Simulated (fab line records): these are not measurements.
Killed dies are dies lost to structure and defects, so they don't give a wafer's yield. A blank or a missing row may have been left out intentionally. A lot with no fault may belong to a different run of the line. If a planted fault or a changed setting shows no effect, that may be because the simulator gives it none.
A lot that was struck, set against a sound lot || flow berkeleyCmos170 || 14 out of 331 route steps
Sound: the wafers L543.1, L543.2, L543.3. The struck wafers were L547.2, L547.3, L547.5. The cause comes at the end.
For every step that has rows: the tool of each side, followed by ch and its chambers, followed by its first start. Under that, the readings that differ: sound wafers || struck wafers || difference of the means || sigmas: that difference in standard deviations of wafers without a fault.
alike: readings whose means differ by less than 2 such deviations, and words and numbers that are the same on both sides. not compared: withheld readings, readings that some wafer has no value for, bounds like >300 that may hide the same value, and numbers for which the record gives no deviation and whose values overlap.
Wherever a step has rows on one side only, a row that says differs or no value, or a row with sigmas, the two part there. When numbers do not overlap yet have no deviation, they are printed without sigmas and do not part them. A reading that every wafer of one side lacks parts them only if that side has two wafers or more.

UCB170_M1_CD_MEAS_90 targets a cd of 700 nm.
  sound on cdSem-01 at day 7 17:32; struck on cdSem-01 at day 8 15:37
  alike: cdNm
then, 1 step without rows for these wafers: UCB170_M1_ANNEAL_14 (time 1200 s).
UCB170_V1_CVD_00: deposits SiO2 from TEOS/O2, target thk 2000 nm, time 250 s.
  sound on pecvd-01 ch 0,1,2, day 8 00:55; struck on pecvd-02 ch 1,2, day 8 19:57
  alike: heaterPowerW, pressureMtorr, susceptorTempC
UCB170_V1_THK_MEAS_01:
  sound on filmMetro-03 at day 8 01:04; struck on filmMetro-01 at day 8 20:07
  alike: V1_TEOS_THK
UCB170_V1_CMP_02: polishes SiO2.
  sound on cmp-01 ch 0,2,3, day 8 01:07; struck on cmp-02 ch 0,1, day 8 20:10
  alike: motorCurrentA
UCB170_V1_BOW_MEAS_03:
  sound on filmMetro-03 at day 8 01:25; struck on filmMetro-02 at day 8 20:29
  alike: V1_BOW
UCB170_V1_THK_MEAS_04:
  sound on filmMetro-03 at day 8 01:32; struck on filmMetro-02 at day 8 20:35
  alike: V1_POLISHED_THK
then, 5 steps without rows for these wafers: UCB170_V1_CLEAN_05 (cleans in DIW); UCB170_V1_HMDS_06 (prime time 60 s); UCB170_V1_COAT_07 (resist thk 900 nm); UCB170_V1_SOFTBAKE_08 (time 60 s); UCB170_V1_EXPOSE_09 (exposes mask VIA1, target cd 700 nm).
UCB170_V1_PEB_10:
  sound on lithoTrack-02 ch 0, day 8 02:58; struck on lithoTrack-02, day 8 21:38
  no value came back on the struck wafers for chillPlateTempC (C), exhaustPa (Pa), heaterPowerTotalW (W), plateTempC (C); on the sound wafers chillPlateTempC (C) reads 23.06 23.01 23.03
then, 1 step without rows for these wafers: UCB170_V1_DEVELOP_11 (develop time 45 s).

WHERE THEY PART
At UCB170_V1_PEB_10 and nowhere else, as far as this record goes.

WHY: whatever the simulator had introduced
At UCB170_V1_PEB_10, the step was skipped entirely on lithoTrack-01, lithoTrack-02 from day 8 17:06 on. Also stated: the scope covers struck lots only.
